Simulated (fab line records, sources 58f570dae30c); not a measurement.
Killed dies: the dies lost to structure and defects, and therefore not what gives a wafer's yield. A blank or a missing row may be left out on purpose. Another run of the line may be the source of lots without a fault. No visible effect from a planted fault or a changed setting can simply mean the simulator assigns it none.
What tool caused it? + flow berkeley-cmos170 + at 1 step of a route of 331, 15 lots with 45 wafers sampled

== WHAT THE GAUGES READ, wafer by wafer ==
Not one reading of a measure or inspect step in the record can be checked against a usual standard deviation.

== TOOL THAT RAN EACH LOT (tool first, then ch and the chambers of the sampled wafers, then the start) ==
| lot  | UCB170_PVT_EXPOSE_03             |
|------|----------------------------------|
| L770 | krf-scanner-02 ch 0, day 5 23:10 |
| L771 | krf-scanner-01 ch 0, day 5 23:26 |
| L776 | krf-scanner-02 ch 0, day 6 19:38 |
| L773 | krf-scanner-02 ch 0, day 6 19:47 |
| L772 | krf-scanner-01 ch 0, day 6 20:06 |
| L774 | krf-scanner-01 ch 0, day 6 20:37 |
| L778 | krf-scanner-01 ch 0, day 7 08:11 |
| L780 | krf-scanner-02 ch 0, day 7 15:13 |
| L781 | krf-scanner-01 ch 0, day 7 15:46 |
| L782 | krf-scanner-01, day 8 03:28      |
| L785 | krf-scanner-01, day 8 16:07      |
| L786 | krf-scanner-02, day 8 16:25      |
| L788 | krf-scanner-02 ch 0, day 9 02:20 |
| L790 | krf-scanner-01 ch 0, day 9 23:16 |
| L791 | krf-scanner-01 ch 0, day 9 23:23 |
- UCB170_PVT_EXPOSE_03: exposes mask NWELL, target cd 3000 nm.

== AS READ BY THE TOOLS THEMSELVES (means over the sampled wafers that have a number; for cases with no such wafer, the mark the record gives instead) ==
UCB170_PVT_EXPOSE_03. Usual: exposure-dose-mJ-cm2 29.996, standard deviation 0.03; focus-offset-nm 0.0 nm, standard deviation 0.49.
| lot  | tool           | exposure-dose-mJ-cm2 | focus-offset-nm (nm) | flag |
|------|----------------|----------------------|----------------------|------|
| L770 | krf-scanner-02 | 30.023               | 0.9                  |      |
| L771 | krf-scanner-01 | 29.977               | -0.1                 |      |
| L776 | krf-scanner-02 | 29.959               | -0.4                 |      |
| L773 | krf-scanner-02 | 30.049               | 0.1                  |      |
| L772 | krf-scanner-01 | 30.017               | -1.0                 |      |
| L774 | krf-scanner-01 | 29.996               | 0.5                  |      |
| L778 | krf-scanner-01 | 30.000               | -0.7                 |      |
| L780 | krf-scanner-02 | 29.981               | 0.2                  |      |
| L781 | krf-scanner-01 | 30.001               | -0.3                 |      |
| L782 | krf-scanner-01 | -                    | -                    | OFF  |
| L785 | krf-scanner-01 | -                    | -                    | OFF  |
| L786 | krf-scanner-02 | -                    | -                    | OFF  |
| L788 | krf-scanner-02 | 29.998               | -0.3                 |      |
| L790 | krf-scanner-01 | 29.965               | 0.4                  |      |
| L791 | krf-scanner-01 | 29.995               | 0.1                  |      |

== THE ANSWER, worked out from the rows above alone ==
Rule: a lot is off if the mean of its wafers that have a number lies more than 3 standard deviations from the usual mean. Also off: a lot with no number at a reading for which 4 or more lots have one. All remaining lots with rows at the step are treated as sound. First the gauges in route order, then the tools' own readings, where a lot's mean is used as printed above. At the first step where some lot is off, the reading lying furthest off is the one used; lots without a number count as furthest.
Off: L782, L785, L786 (UCB170_PVT_EXPOSE_03, exposure-dose-mJ-cm2). Without a number there: L782, L785, L786.
A tool fits if, at that step or a process step before it, it ran every lot that is off, and no sound lot after the first of them. None of those tried fits.

== WHAT THE SIMULATOR HAD PUT IN ==
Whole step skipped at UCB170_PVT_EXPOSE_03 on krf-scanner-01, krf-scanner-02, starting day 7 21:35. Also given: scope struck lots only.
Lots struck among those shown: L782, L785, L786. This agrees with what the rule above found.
